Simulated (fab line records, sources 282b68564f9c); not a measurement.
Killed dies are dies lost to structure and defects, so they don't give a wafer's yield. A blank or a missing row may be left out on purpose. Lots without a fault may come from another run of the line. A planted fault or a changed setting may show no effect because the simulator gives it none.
A struck lot beside a sound one | flow rit_cmos | 43 steps out of a route of 202
Sound: wafers L589.2, L589.4, L589.5. Struck: wafers L598.4, L598.5, L598.6. The cause comes at the end.
At each step with rows: each side's tool, then ch and its chambers, then its first start. Under that, the readings that differ: sound wafers | struck wafers | difference of the means | sigmas: that difference in standard deviations of wafers without a fault.
alike: readings whose means differ by less than 2 such deviations, and words and numbers that are the same on both sides. not compared: withheld readings, readings that some wafer has no value for, bounds like >300 that may hide the same value, and numbers for which the record gives no deviation and whose values overlap.
The two part at a step that has a row with sigmas, a row that says differs or no value, or rows on one side only. Numbers that don't overlap but have no deviation are shown without sigmas and don't part them. A reading that every wafer of one side lacks parts them only if that side has two wafers or more.

RIT_NRETRO_TW_MEAS_10:
  sound on film_metro-03, day 3 08:05; struck on film_metro-04, day 5 03:35
  alike: NRETRO_TW
then, 6 steps without rows for these wafers: RIT_PRETRO_HMDS_00 (prime time 60 s); RIT_PRETRO_COAT_01 (resist thk 1300 nm); RIT_PRETRO_SOFTBAKE_02 (time 60 s); RIT_PRETRO_EXPOSE_03 (exposes mask M5, target cd 43700 nm); RIT_PRETRO_PEB_04; RIT_PRETRO_DEVELOP_05 (develop time 68 s).
RIT_PRETRO_OVL_MEAS_06:
  sound on overlay-01, day 3 09:05; struck on overlay-01, day 5 04:40
  alike: PRETRO_OVL
then, 2 steps without rows for these wafers: RIT_PRETRO_HARDBAKE_07 (time 120 s); RIT_PRETRO_IMPLANT_08.
RIT_PRETRO_STRIP_09: strips in O2, time 180 s.
  sound on plasma_asher-01 ch 0,1, day 3 09:31; struck on plasma_asher-01 ch 0,1, day 5 05:09
  alike: drypump_motor_current_A
  not compared: rf_hours_counter_h
RIT_PRETRO_TW_MEAS_10:
  sound on film_metro-02, day 3 09:43; struck on film_metro-04, day 5 05:18
  alike: PRETRO_TW
RIT_GATE_WET_ETCH_00: etches SiO2 in BOE, target depth 56 nm, time 60 s.
  sound on wet_bench-03 ch 0, day 3 09:46; struck on wet_bench-04 ch 2, day 5 05:20
then, 4 steps without rows for these wafers: RIT_GATE_CLEAN_01 (cleans in SC1, time 600 s); RIT_GATE_CLEAN_02 (cleans in dHF, time 30 s); RIT_GATE_CLEAN_03 (cleans in SC2, time 600 s); RIT_GATE_CLEAN_04 (cleans in dHF, time 60 s).
RIT_FOX2_THK_MEAS_91:
  sound on film_metro-04, day 3 10:11; struck on film_metro-04, day 5 05:46
  alike: FIELD_OXIDE_LEFT_2_THK
then, 2 steps without rows for these wafers: RIT_GATE_OXIDATION_05 (target thk 3 nm, ox time 270 s); RIT_GATE_ANNEAL_06 (time 600 s).
RIT_GATE_THK_MEAS_07:
  sound on film_metro-03, day 3 11:50; struck on film_metro-03, day 5 07:38
  alike: GATE_OXIDE_THK
then, 1 step without rows for these wafers: RIT_GATE_CVD_08 (deposits poly-Si from SiH4, target thk 250 nm, time 2220 s).
RIT_GATE_THK_MEAS_09:
  sound on film_metro-03, day 3 13:30; struck on film_metro-04, day 5 09:23
  alike: GATE_POLY_THK
then, 6 steps without rows for these wafers: RIT_GATE_HMDS_10 (prime time 60 s); RIT_GATE_COAT_11 (resist thk 850 nm); RIT_GATE_SOFTBAKE_12 (time 60 s); RIT_GATE_EXPOSE_13 (exposes mask M6, target cd 150 nm); RIT_GATE_PEB_14; RIT_GATE_DEVELOP_15 (develop time 50 s).
RIT_GATE_CD_MEAS_16: target cd 150 nm.
  sound on cd_sem-02, day 3 14:25; struck on cd_sem-01, day 5 10:27
  alike: cd_nm
RIT_GATE_OVL_MEAS_17:
  sound on overlay-02, day 3 14:32; struck on overlay-01, day 5 10:32
  alike: GATE_OVL
then, 1 step without rows for these wafers: RIT_GATE_HARDBAKE_18 (time 60 s).
RIT_GATE_ETCH_19: etches poly-Si in SF6/CHF3/O2, stops on SiO2, time 165 s, target depth 312.5 nm.
  sound on rie_si-02 ch 1,3, day 3 14:43; struck on rie_si-01 ch 0,1,2, day 5 10:42
  alike: drypump_motor_current_A, oes_product_au, throttle_valve_pct
  not compared: rf_hours_counter_h
RIT_GATE_STRIP_20: strips in O2, time 180 s.
  sound on plasma_asher-03 ch 0, day 3 14:49; struck on plasma_asher-02 ch 0,1, day 5 10:52
  alike: drypump_motor_current_A
  not compared: rf_hours_counter_h
RIT_GATE_CD_MEAS_90: target cd 150 nm.
  sound on cd_sem-02, day 3 15:01; struck on cd_sem-02, day 5 11:02
  alike: cd_nm
then, 4 steps without rows for these wafers: RIT_REOX_CLEAN_00 (cleans in SC1, time 600 s); RIT_REOX_CLEAN_01 (cleans in dHF, time 30 s); RIT_REOX_CLEAN_02 (cleans in SC2, time 600 s); RIT_REOX_OXIDATION_03 (target thk 25.2 nm, ox time 5580 s).
RIT_REOX_THK_MEAS_04:
  sound on film_metro-03, day 3 18:04; struck on film_metro-02, day 5 16:10
  alike: REOX_OXIDE_THK
then, 2 steps without rows for these wafers: RIT_NLDD_HMDS_00 (prime time 60 s); RIT_NLDD_COAT_01 (resist thk 1000 nm).
RIT_M1_PROBE_99:
  sound on prober-02, day 4 11:29; struck on prober-01, day 6 09:08
  reading             | sound  | struck   | difference | sigmas
  killed_at_front_end | 7 6 15 | 35 44 37 | +29        | +10
  killed_dies         | 7 6 15 | 35 44 37 | +29        | +10
  killed_on_rim       | 1 3 5  | 10 7 11  | +6         | +5
  alike: killed_open, killed_short

WHERE THEY PART
Only at RIT_M1_PROBE_99, within this record.

WHY: what the simulator had put in
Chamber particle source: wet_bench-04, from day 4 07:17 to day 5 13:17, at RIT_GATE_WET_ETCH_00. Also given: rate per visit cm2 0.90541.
